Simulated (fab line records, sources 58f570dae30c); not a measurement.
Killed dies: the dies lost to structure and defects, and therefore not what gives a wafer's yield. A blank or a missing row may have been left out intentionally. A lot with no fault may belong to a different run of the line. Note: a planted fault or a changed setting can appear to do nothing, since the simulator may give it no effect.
Split-lot experiment ; flow berkeley_cmos170 ; route with 331 steps; 5 lots, 23 wafers read

## ABOUT THE SPLIT
At UCB170_PWELL_IMPLANT_15, the setting dose_cm2 was moved away from the recipe's 5e+12 on 4 of the 23 wafers read, by -7.5% to -2.1%. All remaining wafers had this setting at the recipe value.

## FROM THE SPLIT TO THE READING: what the file shows between them, 1 step
- UCB170_PWELL_STRIP_16: strips in O2

## THE READING
PWELL_TW, at UCB170_PWELL_TW_MEAS_17. Typical for fault-free wafers on this fab line: 378, with standard deviation 4.

wafer;tool, chamber at the split;dose_cm2 as run;against the recipe;PWELL_TW;against lot-mates on the recipe
L075.1;implanter-02, 0;5e+12;recipe;379;-
L075.3;implanter-02, 0;5e+12;recipe;380;-
L075.4;implanter-02, 0;5e+12;recipe;381;-
L075.5;implanter-02, 0;5e+12;recipe;379;-
L075.6;implanter-02, 0;5e+12;recipe;379;-
L074.1;implanter-04, 0;5e+12;recipe;380;-
L074.3;implanter-04, 0;5e+12;recipe;379;-
L074.4;implanter-04, 0;5e+12;recipe;377;-
L074.5;implanter-04, 0;5e+12;recipe;381;-
L074.6;implanter-04, 0;5e+12;recipe;379;-
L076.2;implanter-04, 0;5e+12;recipe;378;-
L076.5;implanter-04, 0;5e+12;recipe;380;-
L076.6;implanter-04, 0;5e+12;recipe;379;-
L079.1;implanter-03, 0;5e+12;recipe;380;-
L079.2;implanter-03, 0;4.896e+12;-2.1%;378;-2
L079.3;implanter-03, 0;5e+12;recipe;380;-
L079.5;implanter-03, 0;5e+12;recipe;380;-
L079.6;implanter-03, 0;4.896e+12;-2.1%;378;-2
L080.1;implanter-03, 0;5e+12;recipe;381;-
L080.2;implanter-03, 0;4.627e+12;-7.5%;373;-8
L080.3;implanter-03, 0;4.627e+12;-7.5%;373;-8
L080.5;implanter-03, 0;5e+12;recipe;381;-
L080.6;implanter-03, 0;5e+12;recipe;380;-

THE FIT
A straight line over all 23 wafers: PWELL_TW changes by +0.884 for each +1% of dose_cm2; r = +0.89; the points scatter about the line by 0.99.
The same after taking each lot's own level away (the mean of its wafers on the recipe; 23 wafers): +1.02 for each +1%; r = +0.94; scatter 0.84.
According to that fit, moving dose_cm2 by its largest amount changes the reading by 7.6.
From 379.0 to 380.7: that is the span of the lots' own levels, equal to 0.4 times the standard deviation above.
Thus the slope moves with the lot-to-lot level: the two fits are different.
Check: with one of the wafers moved furthest among these (-7.5%) left out of the fit, the line predicts -7.6 for it against its lot-mates. It came out at -7.67 against them.

## THE OTHER SPLITS THESE WAFERS WENT THROUGH
Before the reading, these wafers also passed through other splits. Each is held against what the fit with the lots' levels taken away leaves over:
other split on the same wafers;wafers away from the commonest value;r with PWELL_TW (lot level and that fit taken away)
UCB170_ZERO_COAT_01 spin_rpm;11;-0.10
UCB170_NWELL_OXIDATION_01 ox_time_s;18;+0.00
UCB170_NWELL_ETCH_13 time_s;8;-0.27
UCB170_PWELL_OXIDATION_02 temp_c;15;-0.02
UCB170_PWELL_ANNEAL_04 temp_c;18;-0.02

## FILE'S OWN FIT
PWELL_TW changes by +1.02 for each +1% of dose_cm2, r = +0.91.
